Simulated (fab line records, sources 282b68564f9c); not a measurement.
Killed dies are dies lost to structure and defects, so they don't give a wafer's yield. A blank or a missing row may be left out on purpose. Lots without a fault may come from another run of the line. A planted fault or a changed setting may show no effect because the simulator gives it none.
A struck lot beside a sound one | flow rit_cmos | 16 steps out of a route of 202
Sound: wafers L776.3, L776.4, L776.6. Struck: wafers L790.1, L790.4, L790.6. The cause comes at the end.
At each step with rows: each side's tool, then ch and its chambers, then its first start. Under that, the readings that differ: sound wafers | struck wafers | difference of the means | sigmas: that difference in standard deviations of wafers without a fault.
alike: readings whose means differ by less than 2 such deviations, and words and numbers that are the same on both sides. not compared: withheld readings, readings that some wafer has no value for, bounds like >300 that may hide the same value, and numbers for which the record gives no deviation and whose values overlap.
The two part at a step that has a row with sigmas, a row that says differs or no value, or rows on one side only. Numbers that don't overlap but have no deviation are shown without sigmas and don't part them. A reading that every wafer of one side lacks parts them only if that side has two wafers or more.

first, 2 steps without rows for these wafers: RIT_NRETRO_HARDBAKE_07 (time 120 s); RIT_NRETRO_IMPLANT_08.
RIT_NRETRO_STRIP_09: strips in O2, time 180 s.
  sound on plasma_asher-02 ch 0,1, day 2 10:40; struck on plasma_asher-02 ch 0,1, day 5 11:01
  alike: drypump_motor_current_A
  not compared: rf_hours_counter_h
RIT_NRETRO_TW_MEAS_10:
  sound on film_metro-01, day 2 10:48; struck on film_metro-03, day 5 11:11
  alike: NRETRO_TW
then, 6 steps without rows for these wafers: RIT_PRETRO_HMDS_00 (prime time 60 s); RIT_PRETRO_COAT_01 (resist thk 1300 nm); RIT_PRETRO_SOFTBAKE_02 (time 60 s); RIT_PRETRO_EXPOSE_03 (exposes mask M5, target cd 43700 nm); RIT_PRETRO_PEB_04; RIT_PRETRO_DEVELOP_05 (develop time 65.46 s).
RIT_PRETRO_OVL_MEAS_06:
  sound on overlay-02, day 2 11:56; struck on overlay-02, day 5 12:08
  reading         | sound       | struck         | difference | sigmas
  PRETRO_OVL (nm) | 0.4 1.4 1.4 | -3.2 -2.3 -0.8 | -3.2       | -2
then, 1 step without rows for these wafers: RIT_PRETRO_HARDBAKE_07 (time 120 s).
RIT_PRETRO_IMPLANT_08:
  sound on implanter-02 ch 0, day 2 12:16; struck on implanter-01 ch 0, day 5 12:25
  reading            | sound                            | struck                       | difference | sigmas
  dose_ions_cm2      | 1.1983e+13 1.1972e+13 1.1986e+13 | 8.697e+12 8.66e+12 8.701e+12 | -3.294e+12 | -99 or more
  faraday_current_uA | 39.3 37.4 37.7                   | 28.0 27.5 27.3               | -10.5      | -14
  alike: end_station_pressure_torr
RIT_PRETRO_STRIP_09: strips in O2, time 180 s.
  sound on plasma_asher-01 ch 0,1, day 2 12:26; struck on plasma_asher-02 ch 0,1, day 5 12:34
  alike: drypump_motor_current_A
  not compared: rf_hours_counter_h
RIT_PRETRO_TW_MEAS_10:
  sound on film_metro-02, day 2 12:34; struck on film_metro-04, day 5 12:58
  reading   | sound             | struck            | difference | sigmas
  PRETRO_TW | 475.0 476.8 476.3 | 431.3 427.8 429.0 | -46.7      | -16
  not compared: hold
RIT_M1_PROBE_99:
  sound on prober-01, day 3 14:44; struck on prober-02, day 6 22:31
  alike: killed_at_contacts, killed_at_front_end, killed_dies, killed_open, killed_short

WHERE THEY PART
First at RIT_PRETRO_OVL_MEAS_06; last, within this record, at RIT_PRETRO_TW_MEAS_10. Later steps at which nothing parts them and some readings are alike: RIT_M1_PROBE_99.

WHY: what the simulator had put in
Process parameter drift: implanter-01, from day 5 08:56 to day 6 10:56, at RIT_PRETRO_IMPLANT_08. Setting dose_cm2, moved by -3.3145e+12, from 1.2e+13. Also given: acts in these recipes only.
